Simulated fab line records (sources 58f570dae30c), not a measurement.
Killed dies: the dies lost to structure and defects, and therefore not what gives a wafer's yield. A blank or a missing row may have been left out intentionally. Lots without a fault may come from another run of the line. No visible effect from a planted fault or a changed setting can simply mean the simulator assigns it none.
2 desks, one fault -- flow berkeleyCmos170 -- every desk sees just its own numbers, and what lay behind them comes last

## FROM THE METROLOGY DESK
Means of the sampled wafers that have a number, per lot and without regard to the tool the lot ran on: this is what the gauges read. The brackets show how far a lot's mean lies from the usual mean; more than 4 standard deviations puts the lot out of limits, marked OUT.
Columns: A = cdNm at UCB170_GATE_CD_MEAS_12, usual 349.9 nm; B = GATE_OVL at UCB170_GATE_OVL_MEAS_13, usual 0 nm; C = PSD_TW at UCB170_PSD_TW_MEAS_10, usual 2337; D = NSD_TW at UCB170_NSD_TW_MEAS_10, usual 4194; E = PSD_RS at UCB170_SDANNEAL_RS_MEAS_02, usual 75.5 ohm/sq
lot,first seen here,A,B,C,D,E
L323,day 6 07:20,350.9,-7,2322,4166,75.5
L325,day 6 07:31,351.4,6,2332,4177,75.9
L324,day 6 07:34,350.9,2,2333,4185,75.7
L328,day 6 19:19,348.8,0,2350,4209,74.9
L327,day 6 19:32,349.8,2,2346,4195,75.9
L326,day 7 08:43,348.4,-3,2342,4204,75.6
L330,day 7 08:59,349.8,-6,2343,4172,75.2
L329,day 7 09:17,350.9,-8,2356,4210,75.3
L331,day 7 23:34,347.6,-2,2317,4168,75.5
L333,day 8 08:32,352.3,-1,2342,4197,75.6
L334,day 8 16:16,348.8,-5,2350,4218,75.3
L338,day 9 07:04,347.7,2,2279 (-4.5) OUT,4209,77.1 (+5.2) OUT
L343,day 10 04:05,348.9,-2,2270 (-5.2) OUT,4175,76.7
L341,day 10 04:23,351.1,-4,2312,4160,75.4
This desk's finding: out of limits on L338, L343; first on L338, day 9 16:35 (PSD_TW at UCB170_PSD_TW_MEAS_10). In limits: L323, L325, L324, L328, L327, L326, L330, L329, L331, L333, L334, L341.

## FOR THE TOOL OWNER'S DESK: implanter-01
UCB170_PSD_IMPLANT_08, tool's own readings: per-lot mean of the sampled wafers with a number, covering each lot this tool ran. The brackets show how far a lot's mean lies from the usual mean; more than 4 standard deviations puts the lot out of limits, marked OUT.
Columns: A = beamEnergyKeV at UCB170_PSD_IMPLANT_08, usual 20.000
lot,first seen here,A
L323,day 6 20:05,19.995
L333,day 8 20:43,20.010
L338,day 9 16:20,18.002 (-99 or more) OUT
L343,day 10 12:11,18.005 (-99 or more) OUT
Finding of this desk: L338, L343 out of limits; the first was L338 at day 9 16:20, on beamEnergyKeV at UCB170_PSD_IMPLANT_08. In limits: L323, L333.

## ALL TOGETHER
The tool owner's desk could have raised an alarm at day 9 16:20, on L338, L343.
At day 9 16:35 the metrology desk could have sounded an alarm, on L338, L343.
All the named lots went through UCB170_PSD_IMPLANT_08 on implanter-01.

## WHAT THE SIMULATOR HAD PUT IN
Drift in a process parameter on implanter-01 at UCB170_PSD_IMPLANT_08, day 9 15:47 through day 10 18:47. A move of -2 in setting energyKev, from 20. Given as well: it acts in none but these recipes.
Lots struck among those shown: L338, L343.
Time in hours from fault onset to the first out-of-limits reading at each desk: tool owner's desk 1, metrology desk 1.
